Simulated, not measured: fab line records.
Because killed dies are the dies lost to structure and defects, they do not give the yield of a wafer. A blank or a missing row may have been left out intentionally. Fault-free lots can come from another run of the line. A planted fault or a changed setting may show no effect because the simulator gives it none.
Which of the tools did it? || flow berkeleyCmos170 || 13 lots with 39 wafers sampled at 5 steps, on a route of 331 steps

== WHAT THE GAUGES SHOWED, per wafer ==
UCB170_ACTIVE_THK_MEAS_06.
{"lot": "L554", "measured": "day 4 06:58", "on": "filmMetro-03", "ACTIVE_NITRIDE_THK (nm)": "220.1 220.3 218.7"}
{"lot": "L556", "measured": "day 4 17:31", "on": "filmMetro-03", "ACTIVE_NITRIDE_THK (nm)": "221.2 220.7 223.2"}
{"lot": "L557", "measured": "day 4 23:53", "on": "filmMetro-03", "ACTIVE_NITRIDE_THK (nm)": "216.4 219.7 217.5"}
{"lot": "L558", "measured": "day 4 23:51", "on": "filmMetro-04", "ACTIVE_NITRIDE_THK (nm)": "220.9 219.0 221.6"}
{"lot": "L560", "measured": "day 5 11:47", "on": "filmMetro-04", "ACTIVE_NITRIDE_THK (nm)": "223.3 221.7 222.1"}
{"lot": "L561", "measured": "day 5 11:47", "on": "filmMetro-01", "ACTIVE_NITRIDE_THK (nm)": "217.4 219.1 220.5"}
{"lot": "L562", "measured": "day 5 17:31", "on": "filmMetro-01", "ACTIVE_NITRIDE_THK (nm)": "220.4 221.6 221.0"}
{"lot": "L563", "measured": "day 5 23:36", "on": "filmMetro-03", "ACTIVE_NITRIDE_THK (nm)": "220.5 220.3 220.6"}
{"lot": "L564", "measured": "day 5 23:36", "on": "filmMetro-01", "ACTIVE_NITRIDE_THK (nm)": "219.3 219.9 219.7"}
{"lot": "L566", "measured": "day 6 11:43", "on": "filmMetro-01", "ACTIVE_NITRIDE_THK (nm)": "211.5 211.2 211.3"}
{"lot": "L574", "measured": "day 8 13:46", "on": "filmMetro-03", "ACTIVE_NITRIDE_THK (nm)": "219.1 219.2 219.4"}
{"lot": "L575", "measured": "day 8 13:46", "on": "filmMetro-04", "ACTIVE_NITRIDE_THK (nm)": "220.0 220.6 220.2"}
{"lot": "L576", "measured": "day 9 03:26", "on": "filmMetro-01", "ACTIVE_NITRIDE_THK (nm)": "218.3 219.8 218.7"}

UCB170_M3_OVL_MEAS_16.
{"lot": "L554", "measured": "day 7 18:22", "on": "overlay-02", "M3_OVL (nm)": "3 0 3"}
{"lot": "L556", "measured": "day 7 19:35", "on": "overlay-01", "M3_OVL (nm)": "-11 -9 6"}
{"lot": "L557", "measured": "day 8 10:10", "on": "overlay-01", "M3_OVL (nm)": "5 -3 4"}
{"lot": "L558", "measured": "day 8 08:43", "on": "overlay-01", "M3_OVL (nm)": "5 7 10"}
{"lot": "L560", "measured": "day 8 19:30", "on": "overlay-02", "M3_OVL (nm)": "4 9 8"}
{"lot": "L561", "measured": "day 8 22:37", "on": "overlay-02", "M3_OVL (nm)": "1 -4 6"}
{"lot": "L562", "measured": "day 9 02:29", "on": "overlay-01", "M3_OVL (nm)": "3 2 2"}
{"lot": "L563", "measured": "day 9 14:14", "on": "overlay-02", "M3_OVL (nm)": "4 0 1"}
{"lot": "L564", "measured": "day 9 13:46", "on": "overlay-02", "M3_OVL (nm)": "-9 3 6"}
{"lot": "L566", "measured": "day 10 00:52", "on": "overlay-01", "M3_OVL (nm)": "7 14 6"}
{"lot": "L574", "measured": "day 12 06:45", "on": "overlay-01", "M3_OVL (nm)": "4 4 8"}
{"lot": "L575", "measured": "day 12 07:14", "on": "overlay-01", "M3_OVL (nm)": "-6 -6 -15"}
{"lot": "L576", "measured": "day 12 17:52", "on": "overlay-01", "M3_OVL (nm)": "-2 -6 1"}

UCB170_M3_BOW_MEAS_20.
{"lot": "L554", "measured": "day 7 18:52", "on": "filmMetro-04", "M3_BOW (um)": "35 23 35"}
{"lot": "L556", "measured": "day 7 20:05", "on": "filmMetro-01", "M3_BOW (um)": "32 41 28"}
{"lot": "L557", "measured": "day 8 10:40", "on": "filmMetro-04", "M3_BOW (um)": "31 34 35"}
{"lot": "L558", "measured": "day 8 09:13", "on": "filmMetro-04", "M3_BOW (um)": "35 43 38"}
{"lot": "L560", "measured": "day 8 19:59", "on": "filmMetro-01", "M3_BOW (um)": "47 26 42"}
{"lot": "L561", "measured": "day 8 23:06", "on": "filmMetro-01", "M3_BOW (um)": "43 53 45"}
{"lot": "L562", "measured": "day 9 02:59", "on": "filmMetro-04", "M3_BOW (um)": "42 40 47"}
{"lot": "L563", "measured": "day 9 14:44", "on": "filmMetro-03", "M3_BOW (um)": "45 44 49"}
{"lot": "L564", "measured": "day 9 14:20", "on": "filmMetro-01", "M3_BOW (um)": "33 40 53"}
{"lot": "L566", "measured": "day 10 01:21", "on": "filmMetro-04", "M3_BOW (um)": "40 31 42"}
{"lot": "L574", "measured": "day 12 07:22", "on": "filmMetro-01", "M3_BOW (um)": "28 33 38"}
{"lot": "L575", "measured": "day 12 07:44", "on": "filmMetro-04", "M3_BOW (um)": "25 31 34"}
{"lot": "L576", "measured": "day 12 18:22", "on": "filmMetro-03", "M3_BOW (um)": "32 30 29"}

== TOOL THAT RAN EACH LOT (tool first, then ch and the chambers of the sampled wafers, then the start) ==
{"lot": "L554", "UCB170_ACTIVE_CVD_05": "lpcvd-01 ch 1, day 4 05:02", "UCB170_M3_STRIP_19": "plasmaAsher-03 ch 0,1, day 7 18:39"}
{"lot": "L556", "UCB170_ACTIVE_CVD_05": "lpcvd-01 ch 1, day 4 15:36", "UCB170_M3_STRIP_19": "plasmaAsher-02 ch 0,1, day 7 19:52"}
{"lot": "L557", "UCB170_ACTIVE_CVD_05": "lpcvd-01 ch 1, day 4 21:56", "UCB170_M3_STRIP_19": "plasmaAsher-03 ch 0,1, day 8 10:26"}
{"lot": "L558", "UCB170_ACTIVE_CVD_05": "lpcvd-01 ch 0, day 4 21:56", "UCB170_M3_STRIP_19": "plasmaAsher-03 ch 0, day 8 08:59"}
{"lot": "L560", "UCB170_ACTIVE_CVD_05": "lpcvd-02 ch 1, day 5 08:55", "UCB170_M3_STRIP_19": "plasmaAsher-01 ch 0,1, day 8 19:46"}
{"lot": "L561", "UCB170_ACTIVE_CVD_05": "lpcvd-02 ch 1, day 5 08:55", "UCB170_M3_STRIP_19": "plasmaAsher-03 ch 0,1, day 8 22:53"}
{"lot": "L562", "UCB170_ACTIVE_CVD_05": "lpcvd-01 ch 1, day 5 15:35", "UCB170_M3_STRIP_19": "plasmaAsher-02 ch 0,1, day 9 02:45"}
{"lot": "L563", "UCB170_ACTIVE_CVD_05": "lpcvd-01 ch 0, day 5 21:41", "UCB170_M3_STRIP_19": "plasmaAsher-01 ch 0,1, day 9 14:31"}
{"lot": "L564", "UCB170_ACTIVE_CVD_05": "lpcvd-01 ch 1, day 5 21:41", "UCB170_M3_STRIP_19": "plasmaAsher-02 ch 0,1, day 9 14:02"}
{"lot": "L566", "UCB170_ACTIVE_CVD_05": "lpcvd-01 ch 1, day 6 09:47", "UCB170_M3_STRIP_19": "plasmaAsher-02 ch 0,1, day 10 01:08"}
{"lot": "L574", "UCB170_ACTIVE_CVD_05": "lpcvd-02 ch 0, day 8 11:52", "UCB170_M3_STRIP_19": "plasmaAsher-03 ch 0,1, day 12 07:01"}
{"lot": "L575", "UCB170_ACTIVE_CVD_05": "lpcvd-02 ch 1, day 8 11:52", "UCB170_M3_STRIP_19": "plasmaAsher-03 ch 0,1, day 12 07:31"}
{"lot": "L576", "UCB170_ACTIVE_CVD_05": "lpcvd-01 ch 1, day 9 01:31", "UCB170_M3_STRIP_19": "plasmaAsher-02 ch 0,1, day 12 18:07"}
- UCB170_ACTIVE_CVD_05: deposits Si3N4 from SiH2Cl2/NH3, target thk 220 nm, time 3300 s.
- UCB170_M3_STRIP_19: strips in O2.

== AS READ BY THE TOOLS THEMSELVES (means over the sampled wafers that have a number; for cases with no such wafer, the mark the record gives instead) ==
UCB170_ACTIVE_CVD_05.
{"lot": "L554", "tool": "lpcvd-01", "spikeTcLoadC (C)": 819.8}
{"lot": "L556", "tool": "lpcvd-01", "spikeTcLoadC (C)": 820.4}
{"lot": "L557", "tool": "lpcvd-01", "spikeTcLoadC (C)": 820.4}
{"lot": "L558", "tool": "lpcvd-01", "spikeTcLoadC (C)": 817.9}
{"lot": "L560", "tool": "lpcvd-02", "spikeTcLoadC (C)": 825.1}
{"lot": "L561", "tool": "lpcvd-02", "spikeTcLoadC (C)": 825.9}
{"lot": "L562", "tool": "lpcvd-01", "spikeTcLoadC (C)": 820.0}
{"lot": "L563", "tool": "lpcvd-01", "spikeTcLoadC (C)": 817.0}
{"lot": "L564", "tool": "lpcvd-01", "spikeTcLoadC (C)": 819.8}
{"lot": "L566", "tool": "lpcvd-01", "spikeTcLoadC (C)": 820.6}
{"lot": "L574", "tool": "lpcvd-02", "spikeTcLoadC (C)": 822.4}
{"lot": "L575", "tool": "lpcvd-02", "spikeTcLoadC (C)": 826.4}
{"lot": "L576", "tool": "lpcvd-01", "spikeTcLoadC (C)": 820.5}

UCB170_M3_STRIP_19.
{"lot": "L554", "tool": "plasmaAsher-03", "drypumpMotorCurrentA (A)": 5.58, "oesProductAu (a.u.)": 0.563}
{"lot": "L556", "tool": "plasmaAsher-02", "drypumpMotorCurrentA (A)": 5.54, "oesProductAu (a.u.)": 0.560}
{"lot": "L557", "tool": "plasmaAsher-03", "drypumpMotorCurrentA (A)": 5.58, "oesProductAu (a.u.)": 0.558}
{"lot": "L558", "tool": "plasmaAsher-03", "drypumpMotorCurrentA (A)": 5.62, "oesProductAu (a.u.)": 0.530}
{"lot": "L560", "tool": "plasmaAsher-01", "drypumpMotorCurrentA (A)": 5.62, "oesProductAu (a.u.)": 0.537}
{"lot": "L561", "tool": "plasmaAsher-03", "drypumpMotorCurrentA (A)": 5.58, "oesProductAu (a.u.)": 0.558}
{"lot": "L562", "tool": "plasmaAsher-02", "drypumpMotorCurrentA (A)": 5.35, "oesProductAu (a.u.)": 0.535}
{"lot": "L563", "tool": "plasmaAsher-01", "drypumpMotorCurrentA (A)": 5.62, "oesProductAu (a.u.)": 0.523}
{"lot": "L564", "tool": "plasmaAsher-02", "drypumpMotorCurrentA (A)": 5.54, "oesProductAu (a.u.)": 0.543}
{"lot": "L566", "tool": "plasmaAsher-02", "drypumpMotorCurrentA (A)": 5.54, "oesProductAu (a.u.)": 0.543}
{"lot": "L574", "tool": "plasmaAsher-03", "drypumpMotorCurrentA (A)": 5.58, "oesProductAu (a.u.)": 0.560}
{"lot": "L575", "tool": "plasmaAsher-03", "drypumpMotorCurrentA (A)": 5.58, "oesProductAu (a.u.)": 0.525}
{"lot": "L576", "tool": "plasmaAsher-02", "drypumpMotorCurrentA (A)": 5.35, "oesProductAu (a.u.)": 0.549}

== THE ANSWER, worked out from the rows above alone ==
Rule: the lots themselves supply what counts as usual. The widest of any qualifying gaps counts: lots, ordered by their means at a reading, are off when they make up no more than a third of the lots, leave a main group of 4 or more, and stand apart from it by 3 or more times the standard deviation of that group's means. Not used: any main group whose means are identical at the precision the tables above print for the reading. Also off: a lot with no number at a reading for which 4 or more lots have one. Any other lot the step has rows for is counted as sound. After the gauges, taken in route order, come the tools' own readings; for these a lot's mean is taken, as printed above. The first step at which some lot is off is used, and at that step the reading that is off furthest; a lot without a number counts as furthest.
Off: L566, seen at UCB170_ACTIVE_THK_MEAS_06 (ACTIVE_NITRIDE_THK). The main group has a mean of 220.1 nm with a standard deviation of 1.2.
A tool fits if, at a process step before that reading, it ran every lot that is off, and no sound lot after the first of them. Gauges at UCB170_ACTIVE_THK_MEAS_06: tried the same way as those tools. Not one of the candidates tried fits.

== WHAT WAS PUT IN BY THE SIMULATOR ==
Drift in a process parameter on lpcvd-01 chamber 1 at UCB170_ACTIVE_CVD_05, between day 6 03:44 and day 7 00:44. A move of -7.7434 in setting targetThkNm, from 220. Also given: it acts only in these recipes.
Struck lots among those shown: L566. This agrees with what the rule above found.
